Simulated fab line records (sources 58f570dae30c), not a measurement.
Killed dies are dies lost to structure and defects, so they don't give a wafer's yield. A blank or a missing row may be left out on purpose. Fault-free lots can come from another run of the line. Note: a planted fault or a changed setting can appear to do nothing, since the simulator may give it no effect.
Commonality check across tools :: flow berkeleyCmos170 :: 14 lots and 42 wafers in the sample

## REASON FOR OPENING
At UCB170_START_THK_MEAS_03 the reading START_OXIDE_THK is flagged on 2 of 14 lots. Wafers without a fault read 20.1 nm, standard deviation 0.42.
Rule: a lot is flagged when every wafer of it that has a number lies more than 4 standard deviations from that mean, or none has a number. All remaining lots are regarded as sound.

lot: L949
measured: day 1 15:32
on: filmMetro-03
START_OXIDE_THK (nm), wafer by wafer: 20.4 20.5 20.5
flag: 

lot: L950
measured: day 1 17:38
on: filmMetro-01
START_OXIDE_THK (nm), wafer by wafer: 19.4 19.5 19.3
flag: 

lot: L952
measured: day 2 04:28
on: filmMetro-03
START_OXIDE_THK (nm), wafer by wafer: 20.9 20.7 21.2
flag: 

lot: L953
measured: day 2 09:59
on: filmMetro-01
START_OXIDE_THK (nm), wafer by wafer: 20.0 20.1 19.5
flag: 

lot: L954
measured: day 2 15:11
on: filmMetro-03
START_OXIDE_THK (nm), wafer by wafer: 20.3 20.0 20.3
flag: 

lot: L955
measured: day 2 19:29
on: filmMetro-04
START_OXIDE_THK (nm), wafer by wafer: 20.5 20.7 20.6
flag: 

lot: L956
measured: day 3 00:50
on: filmMetro-03
START_OXIDE_THK (nm), wafer by wafer: 20.4 20.1 20.2
flag: 

lot: L957
measured: day 3 06:35
on: filmMetro-01
START_OXIDE_THK (nm), wafer by wafer: 20.0 19.5 19.7
flag: 

lot: L958
measured: day 3 12:26
on: filmMetro-04
START_OXIDE_THK (nm), wafer by wafer: 19.9 19.8 20.0
flag: 

lot: L960
measured: day 3 23:11
on: filmMetro-03
START_OXIDE_THK (nm), wafer by wafer: 17.6 17.4 17.2
flag: FLAGGED

lot: L962
measured: day 4 07:11
on: filmMetro-01
START_OXIDE_THK (nm), wafer by wafer: 17.9 17.7 17.8
flag: FLAGGED

lot: L966
measured: day 5 02:07
on: filmMetro-04
START_OXIDE_THK (nm), wafer by wafer: 20.5 20.2 20.1
flag: 

lot: L971
measured: day 6 04:53
on: filmMetro-04
START_OXIDE_THK (nm), wafer by wafer: 19.9 20.2 19.8
flag: 

lot: L972
measured: day 6 09:41
on: filmMetro-04
START_OXIDE_THK (nm), wafer by wafer: 19.7 19.8 19.8
flag: 
The mean of the flagged lots' numbers is 17.6 nm, -2.5 nm from the usual (-6 standard deviations).

## EACH LOT AND THE TOOL IT RAN ON
The record keeps 1 process step preceding the reading, out of 331 steps on the route. In each cell: the tool, then ch and the chambers that the sampled wafers went through, then the start.
lot: L949
flag: 
UCB170_START_OXIDATION_02: furnace-01 ch 0, day 1 14:02

lot: L950
flag: 
UCB170_START_OXIDATION_02: furnace-02 ch 0, day 1 16:07

lot: L952
flag: 
UCB170_START_OXIDATION_02: furnace-03 ch 0, day 2 02:58

lot: L953
flag: 
UCB170_START_OXIDATION_02: furnace-02 ch 0, day 2 08:29

lot: L954
flag: 
UCB170_START_OXIDATION_02: furnace-01 ch 0, day 2 13:41

lot: L955
flag: 
UCB170_START_OXIDATION_02: furnace-03 ch 0, day 2 17:59

lot: L956
flag: 
UCB170_START_OXIDATION_02: furnace-02 ch 0, day 2 23:20

lot: L957
flag: 
UCB170_START_OXIDATION_02: furnace-03 ch 0, day 3 05:05

lot: L958
flag: 
UCB170_START_OXIDATION_02: furnace-03 ch 0, day 3 10:56

lot: L960
flag: FLAGGED
UCB170_START_OXIDATION_02: furnace-03 ch 0, day 3 21:41

lot: L962
flag: FLAGGED
UCB170_START_OXIDATION_02: furnace-03 ch 0, day 4 05:41

lot: L966
flag: 
UCB170_START_OXIDATION_02: furnace-02 ch 0, day 5 00:37

lot: L971
flag: 
UCB170_START_OXIDATION_02: furnace-02 ch 0, day 6 03:23

lot: L972
flag: 
UCB170_START_OXIDATION_02: furnace-01 ch 0, day 6 08:10
What is done by these steps:
- UCB170_START_OXIDATION_02: target thk 20 nm, ox time 1800 s.
- UCB170_START_THK_MEAS_03

## FLAGGED OVER TOTAL, TOOL BY TOOL (the gauges that took the reading come last)
step: UCB170_START_OXIDATION_02
tool: furnace-01
lots run: 3
flagged: 0
share of the flagged lots: none
sound lots run after its first flagged lot: -

step: UCB170_START_OXIDATION_02
tool: furnace-02
lots run: 5
flagged: 0
share of the flagged lots: none
sound lots run after its first flagged lot: -

step: UCB170_START_OXIDATION_02
tool: furnace-03
lots run: 6
flagged: 2
share of the flagged lots: all
sound lots run after its first flagged lot: 0

step: UCB170_START_THK_MEAS_03
tool: filmMetro-01
lots run: 4
flagged: 1
share of the flagged lots: some
sound lots run after its first flagged lot: 0

step: UCB170_START_THK_MEAS_03
tool: filmMetro-03
lots run: 5
flagged: 1
share of the flagged lots: some
sound lots run after its first flagged lot: 0

step: UCB170_START_THK_MEAS_03
tool: filmMetro-04
lots run: 5
flagged: 0
share of the flagged lots: none
sound lots run after its first flagged lot: -

## WHAT THE TABLE PERMITS
All flagged lots share 1 row of the table, namely furnace-03 at UCB170_START_OXIDATION_02.
- furnace-03 at UCB170_START_OXIDATION_02 ran 6 lots, 2 of them flagged. It ran its last sound lot, L958, at day 3 10:56 and its first flagged lot, L960, at day 3 21:41: a fault with its onset between the two fits.
What remains is a single tool, furnace-03 at UCB170_START_OXIDATION_02.

## WHAT HAD BEEN PUT IN BY THE SIMULATOR
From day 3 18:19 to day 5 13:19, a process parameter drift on furnace-03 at UCB170_START_OXIDATION_02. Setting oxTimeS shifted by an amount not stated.
Struck lots among those shown: L960, L962. Same finding as the rule above.
